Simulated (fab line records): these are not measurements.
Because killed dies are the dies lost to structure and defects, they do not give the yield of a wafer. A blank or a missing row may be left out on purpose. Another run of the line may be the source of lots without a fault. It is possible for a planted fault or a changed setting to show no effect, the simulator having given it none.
Which tool was responsible? || flow berkeley-cmos170 || 42 wafers from 14 lots sampled at 5 of the route's 331 steps

WHAT EACH GAUGE READ, for each wafer
UCB170_START_BOW_MEAS_00.
{"lot": "L544", "measured": "day 1 10:00", "on": "film-metro-01", "INCOMING_BOW (um)": "-4 4 1"}
{"lot": "L546", "measured": "day 1 20:00", "on": "film-metro-01", "INCOMING_BOW (um)": "9 3 1"}
{"lot": "L547", "measured": "day 2 01:01", "on": "film-metro-04", "INCOMING_BOW (um)": "3 -1 0"}
{"lot": "L549", "measured": "day 2 11:00", "on": "film-metro-04", "INCOMING_BOW (um)": "-10 8 -3"}
{"lot": "L550", "measured": "day 2 16:00", "on": "film-metro-01", "INCOMING_BOW (um)": "-5 -3 2"}
{"lot": "L551", "measured": "day 2 21:01", "on": "film-metro-04", "INCOMING_BOW (um)": "7 10 -10"}
{"lot": "L553", "measured": "day 3 07:04", "on": "film-metro-01", "INCOMING_BOW (um)": "-13 -4 17"}
{"lot": "L554", "measured": "day 3 12:00", "on": "film-metro-04", "INCOMING_BOW (um)": "-6 -4 4"}
{"lot": "L558", "measured": "day 4 08:00", "on": "film-metro-04", "INCOMING_BOW (um)": "7 5 -4"}
{"lot": "L560", "measured": "day 4 18:02", "on": "film-metro-03", "INCOMING_BOW (um)": "9 9 0"}
{"lot": "L561", "measured": "day 4 23:02", "on": "film-metro-03", "INCOMING_BOW (um)": "-1 -1 -7"}
{"lot": "L562", "measured": "day 5 04:03", "on": "film-metro-04", "INCOMING_BOW (um)": "-3 -4 5"}
{"lot": "L566", "measured": "day 6 00:01", "on": "film-metro-01", "INCOMING_BOW (um)": "4 2 -4"}
{"lot": "L567", "measured": "day 6 05:00", "on": "film-metro-04", "INCOMING_BOW (um)": "0 2 8"}

UCB170_NWELL_THK_MEAS_05.
{"lot": "L544", "measured": "day 2 14:08", "on": "film-metro-02", "NWELL_NITRIDE_THK (nm)": "220.2 220.9 221.5"}
{"lot": "L546", "measured": "day 3 00:10", "on": "film-metro-04", "NWELL_NITRIDE_THK (nm)": "225.1 222.9 225.6"}
{"lot": "L547", "measured": "day 3 00:08", "on": "film-metro-01", "NWELL_NITRIDE_THK (nm)": "221.9 221.5 220.7"}
{"lot": "L549", "measured": "day 3 16:42", "on": "film-metro-01", "NWELL_NITRIDE_THK (nm)": "224.5 224.7 223.2"}
{"lot": "L550", "measured": "day 3 16:42", "on": "film-metro-02", "NWELL_NITRIDE_THK (nm)": "223.4 224.4 223.5"}
{"lot": "L551", "measured": "day 3 23:02", "on": "film-metro-01", "NWELL_NITRIDE_THK (nm)": "225.3 225.3 225.2"}
{"lot": "L553", "measured": "day 4 07:43", "on": "film-metro-04", "NWELL_NITRIDE_THK (nm)": "223.3 224.3 224.9"}
{"lot": "L554", "measured": "day 4 07:41", "on": "film-metro-01", "NWELL_NITRIDE_THK (nm)": "221.2 219.6 221.8"}
{"lot": "L558", "measured": "day 5 08:41", "on": "film-metro-02", "NWELL_NITRIDE_THK (nm)": "223.8 226.0 226.1"}
{"lot": "L560", "measured": "day 5 21:23", "on": "film-metro-04", "NWELL_NITRIDE_THK (nm)": "223.0 222.6 221.7"}
{"lot": "L561", "measured": "day 6 02:48", "on": "film-metro-04", "NWELL_NITRIDE_THK (nm)": "222.1 221.0 222.5"}
{"lot": "L562", "measured": "day 6 08:07", "on": "film-metro-01", "NWELL_NITRIDE_THK (nm)": "224.8 225.7 226.5"}
{"lot": "L566", "measured": "day 7 05:14", "on": "film-metro-04", "NWELL_NITRIDE_THK (nm)": "224.9 222.6 224.6"}
{"lot": "L567", "measured": "day 7 05:13", "on": "film-metro-01", "NWELL_NITRIDE_THK (nm)": "221.1 221.3 220.9"}

UCB170_V2_THK_MEAS_01.
{"lot": "L544", "measured": "day 8 11:03", "on": "film-metro-02", "V2_TEOS_THK (nm)": "1948 1977 2020"}
{"lot": "L546", "measured": "day 9 06:28", "on": "film-metro-04", "V2_TEOS_THK (nm)": "1963 1994 2005"}
{"lot": "L547", "measured": "day 9 06:35", "on": "film-metro-02", "V2_TEOS_THK (nm)": "1968 1988 2021"}
{"lot": "L549", "measured": "day 9 19:39", "on": "film-metro-02", "V2_TEOS_THK (nm)": "1978 2010 1993"}
{"lot": "L550", "measured": "day 9 21:46", "on": "film-metro-02", "V2_TEOS_THK (nm)": "1984 1989 2027"}
{"lot": "L551", "measured": "day 9 20:37", "on": "film-metro-04", "V2_TEOS_THK (nm)": "1984 2017 1995"}
{"lot": "L553", "measured": "day 10 17:28", "on": "film-metro-04", "V2_TEOS_THK (nm)": "1995 2052 2002"}
{"lot": "L554", "measured": "day 10 17:05", "on": "film-metro-03", "V2_TEOS_THK (nm)": "2032 1994 2030"}
{"lot": "L558", "measured": "day 11 15:28", "on": "film-metro-04", "V2_TEOS_THK (nm)": "1965 1947 2595"}
{"lot": "L560", "measured": "day 12 08:06", "on": "film-metro-02", "V2_TEOS_THK (nm)": "1984 2021 2057"}
{"lot": "L561", "measured": "day 12 08:27", "on": "film-metro-02", "V2_TEOS_THK (nm)": "2576 2002 2027"}
{"lot": "L562", "measured": "day 12 23:07", "on": "film-metro-03", "V2_TEOS_THK (nm)": "1969 2030 2006"}
{"lot": "L566", "measured": "day 12 23:26", "on": "film-metro-04", "V2_TEOS_THK (nm)": "1989 1995 2009"}
{"lot": "L567", "measured": "day 13 01:14", "on": "film-metro-04", "V2_TEOS_THK (nm)": "1980 1997 2021"}

EACH LOT AND THE TOOL THAT RAN IT (in order: tool; ch and the chambers of the sampled wafers; start)
{"lot": "L544", "UCB170_NWELL_STRIP_15": "plasma-asher-02 ch 0,1, day 2 15:27", "UCB170_V2_CVD_00": "pecvd-03 ch 1,2, day 8 10:54"}
{"lot": "L546", "UCB170_NWELL_STRIP_15": "plasma-asher-04 ch 0,1, day 3 02:11", "UCB170_V2_CVD_00": "pecvd-03 ch 1,2, day 9 06:19"}
{"lot": "L547", "UCB170_NWELL_STRIP_15": "plasma-asher-03 ch 0,1, day 3 01:47", "UCB170_V2_CVD_00": "pecvd-01 ch 1,2, day 9 06:25"}
{"lot": "L549", "UCB170_NWELL_STRIP_15": "plasma-asher-03 ch 0,1, day 3 18:41", "UCB170_V2_CVD_00": "pecvd-01 ch 0,1,2, day 9 19:29"}
{"lot": "L550", "UCB170_NWELL_STRIP_15": "plasma-asher-04 ch 0,1, day 3 18:58", "UCB170_V2_CVD_00": "pecvd-03 ch 1,2, day 9 21:36"}
{"lot": "L551", "UCB170_NWELL_STRIP_15": "plasma-asher-04 ch 0,1, day 4 00:29", "UCB170_V2_CVD_00": "pecvd-04 ch 0,1, day 9 20:28"}
{"lot": "L553", "UCB170_NWELL_STRIP_15": "plasma-asher-03 ch 0,1, day 4 09:59", "UCB170_V2_CVD_00": "pecvd-04 ch 0,1,2, day 10 17:22"}
{"lot": "L554", "UCB170_NWELL_STRIP_15": "plasma-asher-04 ch 0, day 4 09:52", "UCB170_V2_CVD_00": "pecvd-03 ch 0,1,2, day 10 16:56"}
{"lot": "L558", "UCB170_NWELL_STRIP_15": "plasma-asher-02 ch 0,1, day 5 10:44", "UCB170_V2_CVD_00": "pecvd-03 ch 0,1,2, day 11 15:19"}
{"lot": "L560", "UCB170_NWELL_STRIP_15": "plasma-asher-04 ch 0,1, day 5 22:43", "UCB170_V2_CVD_00": "pecvd-01 ch 0,1, day 12 07:55"}
{"lot": "L561", "UCB170_NWELL_STRIP_15": "plasma-asher-02 ch 0,1, day 6 04:14", "UCB170_V2_CVD_00": "pecvd-03 ch 0,1,2, day 12 08:17"}
{"lot": "L562", "UCB170_NWELL_STRIP_15": "plasma-asher-02 ch 0, day 6 09:25", "UCB170_V2_CVD_00": "pecvd-04 ch 0,1, day 12 22:57"}
{"lot": "L566", "UCB170_NWELL_STRIP_15": "plasma-asher-03 ch 1, day 7 06:53", "UCB170_V2_CVD_00": "pecvd-01 ch 0,2, day 12 23:17"}
{"lot": "L567", "UCB170_NWELL_STRIP_15": "plasma-asher-03 ch 0,1, day 7 06:25", "UCB170_V2_CVD_00": "pecvd-04 ch 1,2, day 13 01:05"}
- UCB170_NWELL_STRIP_15: strips in O2.
- UCB170_V2_CVD_00: deposits SiO2 from TEOS/O2, target thk 2000 nm, time 250 s.

WHAT THE TOOLS THEMSELVES READ (means of the sampled wafers that have a number; where no wafer has one, the mark that the record gives instead)
UCB170_NWELL_STRIP_15.
{"lot": "L544", "tool": "plasma-asher-02", "drypump-motor-current-A (A)": 5.9, "oes-product-au (a.u.)": 0.715, "strip-time-to-endpoint-s (s)": 17.87}
{"lot": "L546", "tool": "plasma-asher-04", "drypump-motor-current-A (A)": 5.7, "oes-product-au (a.u.)": 0.721, "strip-time-to-endpoint-s (s)": 17.94}
{"lot": "L547", "tool": "plasma-asher-03", "drypump-motor-current-A (A)": 6.0, "oes-product-au (a.u.)": 0.721, "strip-time-to-endpoint-s (s)": 17.77}
{"lot": "L549", "tool": "plasma-asher-03", "drypump-motor-current-A (A)": 6.0, "oes-product-au (a.u.)": 0.721, "strip-time-to-endpoint-s (s)": 18.03}
{"lot": "L550", "tool": "plasma-asher-04", "drypump-motor-current-A (A)": 5.5, "oes-product-au (a.u.)": 0.719, "strip-time-to-endpoint-s (s)": 18.12}
{"lot": "L551", "tool": "plasma-asher-04", "drypump-motor-current-A (A)": 5.8, "oes-product-au (a.u.)": 0.723, "strip-time-to-endpoint-s (s)": 17.97}
{"lot": "L553", "tool": "plasma-asher-03", "drypump-motor-current-A (A)": 6.0, "oes-product-au (a.u.)": 0.721, "strip-time-to-endpoint-s (s)": 17.94}
{"lot": "L554", "tool": "plasma-asher-04", "drypump-motor-current-A (A)": 6.0, "oes-product-au (a.u.)": 0.719, "strip-time-to-endpoint-s (s)": 18.00}
{"lot": "L558", "tool": "plasma-asher-02", "drypump-motor-current-A (A)": 5.9, "oes-product-au (a.u.)": 0.720, "strip-time-to-endpoint-s (s)": 18.06}
{"lot": "L560", "tool": "plasma-asher-04", "drypump-motor-current-A (A)": 5.7, "oes-product-au (a.u.)": 0.723, "strip-time-to-endpoint-s (s)": 17.95}
{"lot": "L561", "tool": "plasma-asher-02", "drypump-motor-current-A (A)": 5.9, "oes-product-au (a.u.)": 0.726, "strip-time-to-endpoint-s (s)": 17.94}
{"lot": "L562", "tool": "plasma-asher-02", "drypump-motor-current-A (A)": 5.5, "oes-product-au (a.u.)": 0.720, "strip-time-to-endpoint-s (s)": 18.00}
{"lot": "L566", "tool": "plasma-asher-03", "drypump-motor-current-A (A)": 6.1, "oes-product-au (a.u.)": 0.722, "strip-time-to-endpoint-s (s)": 18.02}
{"lot": "L567", "tool": "plasma-asher-03", "drypump-motor-current-A (A)": 5.9, "oes-product-au (a.u.)": 0.720, "strip-time-to-endpoint-s (s)": 18.03}

UCB170_V2_CVD_00.
{"lot": "L544", "tool": "pecvd-03", "heater-power-w (W)": 312}
{"lot": "L546", "tool": "pecvd-03", "heater-power-w (W)": 297}
{"lot": "L547", "tool": "pecvd-01", "heater-power-w (W)": 278}
{"lot": "L549", "tool": "pecvd-01", "heater-power-w (W)": 292}
{"lot": "L550", "tool": "pecvd-03", "heater-power-w (W)": 270}
{"lot": "L551", "tool": "pecvd-04", "heater-power-w (W)": 359}
{"lot": "L553", "tool": "pecvd-04", "heater-power-w (W)": 264}
{"lot": "L554", "tool": "pecvd-03", "heater-power-w (W)": 258}
{"lot": "L558", "tool": "pecvd-03", "heater-power-w (W)": 315}
{"lot": "L560", "tool": "pecvd-01", "heater-power-w (W)": 289}
{"lot": "L561", "tool": "pecvd-03", "heater-power-w (W)": 222}
{"lot": "L562", "tool": "pecvd-04", "heater-power-w (W)": 277}
{"lot": "L566", "tool": "pecvd-01", "heater-power-w (W)": 294}
{"lot": "L567", "tool": "pecvd-04", "heater-power-w (W)": 170}

THE ANSWER, worked out from the rows above alone
Rule: what is usual is taken from the lots themselves. Put in order of their means at a reading, lots are off if they are a third of the lots or fewer, leave a main group of 4 or more, and stand apart from it by a gap of 3 or more times the standard deviation of the main group's means; of several such gaps the widest counts. The tables above print the reading to a certain number of digits; a main group whose means all agree to those digits is not used. A lot without any number at a reading at which 4 lots or more have one is off too. All remaining lots with rows at the step are treated as sound. After the gauges, taken in route order, come the tools' own readings; for these a lot's mean is taken, as printed above. At the first step where some lot is off, the reading lying furthest off is the one used; lots without a number count as furthest.
Off: L558, L561, seen at UCB170_V2_THK_MEAS_01 (V2_TEOS_THK). The main group has a mean of 2001 nm with a standard deviation of 12.
A tool fits if, at a process step before that reading, it ran every lot that is off, and no sound lot after the first of them. Those tools and the gauges at UCB170_V2_THK_MEAS_01 are tried in the same way. One candidate fits, namely pecvd-03 at UCB170_V2_CVD_00. Its last sound lot is L554 (day 10 16:56), its first lot that is off L558 (day 11 15:19): a fault that began between those two fits.

WHAT HAD BEEN PUT IN BY THE SIMULATOR
pecvd-03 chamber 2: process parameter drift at UCB170_V2_CVD_00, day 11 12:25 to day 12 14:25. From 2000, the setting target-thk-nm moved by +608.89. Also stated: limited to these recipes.
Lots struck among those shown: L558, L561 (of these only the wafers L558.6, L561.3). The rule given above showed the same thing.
